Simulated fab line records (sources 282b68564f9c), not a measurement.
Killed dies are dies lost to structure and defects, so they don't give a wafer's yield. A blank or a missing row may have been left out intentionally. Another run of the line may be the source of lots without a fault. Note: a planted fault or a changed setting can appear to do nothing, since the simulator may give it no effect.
Comparing a struck lot with a sound one || flow ritCmos || 20 out of 202 route steps
Sound: the wafers L677.2, L677.3, L677.6. Wafers struck: L690.1, L690.3, L690.6. The cause is given at the end.
Order at every step that has rows: each side's tool, ch and its chambers, its first start. Under that, the readings that differ: sound wafers || struck wafers || difference of the means || sigmas: that difference in standard deviations of wafers without a fault.
alike: words and numbers the same on both sides, and readings whose means are apart by under 2 such deviations; not compared: readings that were withheld, readings missing a value for some wafer, numbers with overlapping values and no deviation given by the record, and bounds like >300 which may hide the same value.
A row with sigmas, a row that says differs or no value, or rows on one side alone: a step with any of these is where the two part. Numbers that have no deviation but don't overlap get no sigmas and don't part them. Lack of a reading on every wafer of one side parts them only where that side has two or more wafers.

first, 2 steps without rows for these wafers: RIT_NWELL_HARDBAKE_07 (time 120 s); RIT_NWELL_IMPLANT_08.
RIT_NWELL_STRIP_09: strips in O2, time 180 s.
  sound on plasmaAsher-04 ch 1, day 1 22:08; struck on plasmaAsher-02 ch 0,1, day 4 13:55
  alike: drypumpMotorCurrentA
  not compared: rfHoursCounterH
RIT_NWELL_TW_MEAS_10:
  sound: filmMetro-01 at day 1 22:19; struck: filmMetro-04 at day 4 14:05
  alike: NWELL_TW
then, 6 steps without rows for these wafers: RIT_PWELL_HMDS_00 (prime time 60 s); RIT_PWELL_COAT_01 (resist thk 1300 nm); RIT_PWELL_SOFTBAKE_02 (time 60 s); RIT_PWELL_EXPOSE_03 (exposes mask M3, target cd 43700 nm); RIT_PWELL_PEB_04; RIT_PWELL_DEVELOP_05 (develop time 68 s).
RIT_PWELL_OVL_MEAS_06:
  sound: overlay-02 at day 1 23:23; struck: overlay-01 at day 4 15:07
  alike: PWELL_OVL
then, 1 step without rows for these wafers: RIT_PWELL_HARDBAKE_07 (time 120 s).
RIT_PWELL_IMPLANT_08:
  sound on implanter-03 ch 0, day 1 23:41; struck on implanter-04 ch 0, day 4 15:43
RIT_PWELL_STRIP_09: strips in O2, time 180 s.
  sound on plasmaAsher-04 ch 0, day 1 23:49; struck on plasmaAsher-03 ch 0,1, day 4 15:52
  alike: drypumpMotorCurrentA
  not compared: rfHoursCounterH
RIT_PWELL_TW_MEAS_10:
  sound: filmMetro-01 at day 2 00:00; struck: filmMetro-01 at day 4 16:02
{"reading": "PWELL_TW", "sound": "955 952 954", "struck": "1192 1191 1185", "difference": "+236", "sigmas": "+48"}
then, 1 step without rows for these wafers: RIT_WELLDRIVE_ANNEAL_00 (time 14700 s).
RIT_WELLDRIVE_RS_MEAS_01: measurement is done with a four-point probe.
  sound: filmMetro-02 at day 2 05:09; struck: filmMetro-01 at day 4 21:44
  alike: NWELL_RS
RIT_WELLDRIVE_RS_MEAS_02: measurement is done with a four-point probe.
  sound: filmMetro-02 at day 2 05:16; struck: filmMetro-01 at day 4 21:52
{"reading": "PWELL_RS (ohm/sq)", "sound": "431.1 429.2 430.2", "struck": "279.5 280.6 280.2", "difference": -150.1, "sigmas": "-99 or more"}
then, 1 step without rows for these wafers: RIT_NRETRO_HMDS_00 (prime time 60 s).
RIT_M1_PROBE_99:
  sound: prober-02 at day 3 09:37; struck: prober-01 at day 6 06:08
  alike: killedAtFrontEnd, killedDies, killedOpen, killedShort

## WHERE THEY PART
Earliest at RIT_PWELL_TW_MEAS_10; latest, in this record, at RIT_WELLDRIVE_RS_MEAS_02. Later steps at which nothing parts them and some readings are alike: RIT_M1_PROBE_99.

WHY: what had been put in by the simulator
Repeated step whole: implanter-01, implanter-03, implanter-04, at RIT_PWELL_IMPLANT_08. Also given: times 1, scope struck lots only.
